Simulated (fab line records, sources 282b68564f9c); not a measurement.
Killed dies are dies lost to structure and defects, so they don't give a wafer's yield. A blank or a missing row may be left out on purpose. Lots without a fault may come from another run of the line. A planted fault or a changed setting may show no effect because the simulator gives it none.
fab line records | flow rit_cmos
record lots=5 wafers=15 last_day=7
route steps=202 shown NLDD@105 PLDD@114 SPACER@125
lots that met no fault: from a run of the same line without faults
start_h: hours from the record's first day to the start of the lot's first wafer shown | wait_h: hours since the lot's step before | " the same as in the row above | L1.1+2: a row that stands for several wafers | - no value, or no start given | * or withheld: withheld | < > ~ a bound
route shown NAME@n: a module of which the file shows steps, and the number in the route of the first | usual: mean/standard deviation of fault-free wafers | same: alike in all rows | chamber/n: place in a boat | sites: the reading at each site | _std_site: their standard deviation | _edge_site: outer sites' mean less inner sites' | radius_mm: how far each site lies from the wafer's centre | mask NAME#n: copy n | behind: the tool/chamber that last shaped the wafer | hold: why the lot was held/for how many hours/how that ended | device: the transistor (n, p or np) that didn't switch | end of line: the same wafers' tests at the end of the route | a step without rows: its recipe alone | killed: dies lost to structure and defects at the first sort, not the wafer's yield | map: a wafer's dies, x killed, . not, _ none there
set.NAME: the setting as run; set.NAME@STEP: as run at that earlier step | model.NAME: the simulator's own value behind a step, which no gauge read
lots at some steps of the route; a table a step, a row a wafer
services: from which hour (start_h, from the record's first day; less than 0 if before it) a tool's chamber was out of use, for how many hours, and why
## steps
# step RIT_NLDD_SOFTBAKE_02
# recipe resist=NOVOLAK temp_c=90 time_s=60
# step RIT_NLDD_EXPOSE_03
# recipe mask_id=M7 na=0.57 target_cd_nm=40700 dose_mj=250
# step RIT_NLDD_PEB_04
# recipe resist=NOVOLAK temp_c=withheld time_s=withheld
# step RIT_NLDD_DEVELOP_05
# recipe resist=NOVOLAK develop_time_s=50 dev_temp_c=23
# step RIT_NLDD_OVL_MEAS_06
# usual NLDD_OVL=-0.2/1.5
# columns lot.wafer tool chamber start_h wait_h NLDD_OVL[nm]
L444.2 overlay-02 - 42.01 - 0.6
L444.3 " - " " -0.5
L444.6 " - " " 0.6
L451.3 overlay-02 - 78.28 - 0.4
L451.4 " - " " 1.0
L451.6 " - " " -0.5
L458.1 overlay-02 - 121.90 - -1.0
L458.4 " - " " 0.3
L458.6 " - " " 0.1
L466.1 overlay-02 - 152.08 - -1.0
L466.2 " - " " 0.4
L466.3 " - " " -0.5
L467.1 overlay-02 - 156.26 - -1.0
L467.3 " - " " -2.8
L467.4 " - " " -2.1
# step RIT_NLDD_HARDBAKE_07
# recipe resist=NOVOLAK temp_c=140 time_s=60
# step RIT_NLDD_IMPLANT_08
# recipe species=P energy_kev=20 dose_cm2=5e+14 tilt_deg=7
# step RIT_NLDD_STRIP_09
# recipe chemistry=O2 time_s=180 resist=NOVOLAK platen_temp_c=withheld power_w=500 pressure_mtorr=4000 o2_flow_sccm=4000
# usual drypump_motor_current_A=5.8/0.35
# columns lot.wafer tool chamber start_h wait_h drypump_motor_current_A rf_hours_counter_h
L444.2 plasma_asher-01 1 42.34 0.1 5.9 39
L444.3 " 1 " " 5.9 -
L444.6 " 1 " " 5.9 -
L451.3 plasma_asher-04 1 78.66 0.1 6.3 -
L451.4 " 0 " " 5.9 -
L451.6 " 0 " " 5.9 -
L458.1 plasma_asher-03 0 122.24 0.1 5.1 49
L458.4 " 0 " " 5.1 -
L458.6 " 0 " " 5.1 -
L466.1 plasma_asher-01 0 152.42 0.1 5.6 52
L466.2 " 1 " " 5.9 52
L466.3 " 0 " " 5.6 -
L467.1 plasma_asher-04 1 156.59 0.1 6.3 4
L467.3 " 0 " " 5.9 -
L467.4 " 1 " " 6.3 -
# step RIT_NLDD_TW_MEAS_10
# usual NLDD_TW=2503/18
# columns lot.wafer tool chamber start_h wait_h NLDD_TW
L444.2 film_metro-04 - 42.53 0.1 2521
L444.3 " - " " 2532
L444.6 " - " " 2520
L451.3 film_metro-03 - 78.80 0.1 2498
L451.4 " - " " 2498
L451.6 " - " " 2499
L458.1 film_metro-03 - 122.41 0.1 2482
L458.4 " - " " 2490
L458.6 " - " " 2496
L466.1 film_metro-01 - 152.60 0.1 2498
L466.2 " - " " 2487
L466.3 " - " " 2493
L467.1 film_metro-03 - 156.77 0.1 2482
L467.3 " - " " 2468
L467.4 " - " " 2492
# step RIT_PLDD_HMDS_00
# recipe prime_time_s=60 prime_temp_c=140
# step RIT_PLDD_COAT_01
# recipe resist=NOVOLAK spin_rpm=3250 resist_thk_nm=1000
# step RIT_PLDD_SOFTBAKE_02
# recipe resist=NOVOLAK temp_c=90 time_s=60
# step RIT_PLDD_EXPOSE_03
# recipe mask_id=M8 na=0.57 target_cd_nm=40900 dose_mj=250
# columns lot.wafer tool chamber start_h wait_h mask
L444.2+3+6 iline_stepper-01 0 43.17 0.2 M8#0
L451.3+4+6 iline_stepper-02 0 79.32 0.1 M8#0
L458.1+4+6 iline_stepper-02 0 123.05 0.2 M7#0
L466.1+2+3 iline_stepper-01 0 153.11 0.1 M8#0
L467.1+3+4 iline_stepper-02 0 157.40 0.2 M8#0
# step RIT_PLDD_PEB_04
# recipe resist=NOVOLAK temp_c=withheld time_s=withheld
# step RIT_PLDD_DEVELOP_05
# recipe resist=NOVOLAK develop_time_s=50 dev_temp_c=23
# step RIT_PLDD_OVL_MEAS_06
# usual PLDD_OVL=0.5/1.3
# columns lot.wafer tool chamber start_h wait_h PLDD_OVL[nm]
L444.2 overlay-01 - 43.56 - -1.5
L444.3 " - " " 0.5
L444.6 " - " " -1.2
L451.3 overlay-02 - 79.70 - 1.4
L451.4 " - " " -0.5
L451.6 " - " " 1.0
L458.1 overlay-01 - 123.45 - -
L458.4 " - " " -
L458.6 " - " " -
L466.1 overlay-02 - 153.51 - -0.9
L466.2 " - " " -1.8
L466.3 " - " " -2.3
L467.1 overlay-02 - 157.80 - -1.1
L467.3 " - " " -1.2
L467.4 " - " " -0.3
# step RIT_PLDD_HARDBAKE_07
# recipe resist=NOVOLAK temp_c=140 time_s=60
# step RIT_PLDD_IMPLANT_08
# recipe species=BF2 energy_kev=20 dose_cm2=9e+14 tilt_deg=7
# step RIT_PLDD_STRIP_09
# recipe chemistry=O2 time_s=180 resist=NOVOLAK platen_temp_c=withheld power_w=500 pressure_mtorr=4000 o2_flow_sccm=4000
# usual drypump_motor_current_A=5.7/0.43
# columns lot.wafer tool chamber start_h wait_h drypump_motor_current_A rf_hours_counter_h
L444.2 plasma_asher-02 1 43.89 0.1 5.1 23
L444.3 " 0 " " 6.2 -
L444.6 " 0 " " 6.1 -
L451.3 plasma_asher-01 1 80.08 0.1 5.8 -
L451.4 " 0 " " 5.6 -
L451.6 " 0 " " 5.6 -
L458.1 plasma_asher-04 1 123.79 0.1 6.3 0
L458.4 " 0 " " 5.9 -
L458.6 " 1 " " 6.3 -
L466.1 plasma_asher-04 1 153.84 0.1 6.3 4
L466.2 " 0 " " 5.9 4
L466.3 " 0 " " 5.9 -
L467.1 plasma_asher-02 1 158.14 0.1 5.1 36
L467.3 " 1 " " 5.1 -
L467.4 " 0 " " 6.2 -
# step RIT_PLDD_TW_MEAS_10
# usual PLDD_TW=2361/18
# columns lot.wafer tool chamber start_h wait_h PLDD_TW
L444.2 film_metro-03 - 44.07 0.1 2362
L444.3 " - " " 2369
L444.6 " - " " 2374
L451.3 film_metro-04 - 80.22 0.1 2396
L451.4 " - " " 2376
L451.6 " - " " 2392
L458.1 film_metro-01 - 123.96 0.1 30
L458.4 " - " " 30
L458.6 " - " " 30
L466.1 film_metro-04 - 154.02 0.1 2378
L466.2 " - " " 2363
L466.3 " - " " 2378
L467.1 film_metro-04 - 158.31 0.1 2388
L467.3 " - " " 2375
L467.4 " - " " 2373
# step RIT_SPACER_CLEAN_00
# recipe chemistry=SC1 mix=3:3:50 time_s=600 temp_c=75
## services
# columns tool chamber start_h hours kind
plasma_asher-02 - 25.15 1.0 repair
iline_stepper-02 - 36.43 1.7 pm
plasma_asher-04 - 71.89 1.8 repair
plasma_asher-03 - 86.78 4.0 pm
iline_stepper-01 - 96.99 1.7 pm
plasma_asher-04 - 108.75 9.0 pm
plasma_asher-04 0 108.75 9.0 vent_cycle
plasma_asher-04 1 108.75 9.0 vent_cycle
plasma_asher-04 0 117.75 - clean
plasma_asher-04 1 117.75 - clean
plasma_asher-04 - 126.51 5.2 repair
plasma_asher-04 - 157.55 14.6 pm
## key
first_sign step=RIT_PLDD_EXPOSE_03 reading=mask direction=changed
effect step=RIT_PLDD_OVL_MEAS_06 reading=PLDD_OVL direction=missing
effect step=RIT_PLDD_TW_MEAS_10 reading=PLDD_TW direction=down sigmas=99+ usual=2361 struck=30
met_at RIT_PLDD_EXPOSE_03
struck_wafers L458.1,L458.4,L458.6
sort_left_out L458.1,L458.4,L458.6
tester_left_out L458
onset_between 79.32 123.05
fault kind=wrong_mask tool=any chamber=- onset_h=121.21 steps=RIT_PLDD_EXPOSE_03 aux_copy=M7#0 scope=struck_lots_only
# tester_left_out: of these lots the tester's yield and bins aren't shown, on N5 and GAA mostly nor the transistor test; their killed dies are dies lost to structure and defects alone, not to doping, threshold or leakage, so they don't give the yield
# sort_left_out: the simulated sort isn't trusted on such a fault, so these wafers' sort isn't shown, and their yield isn't known
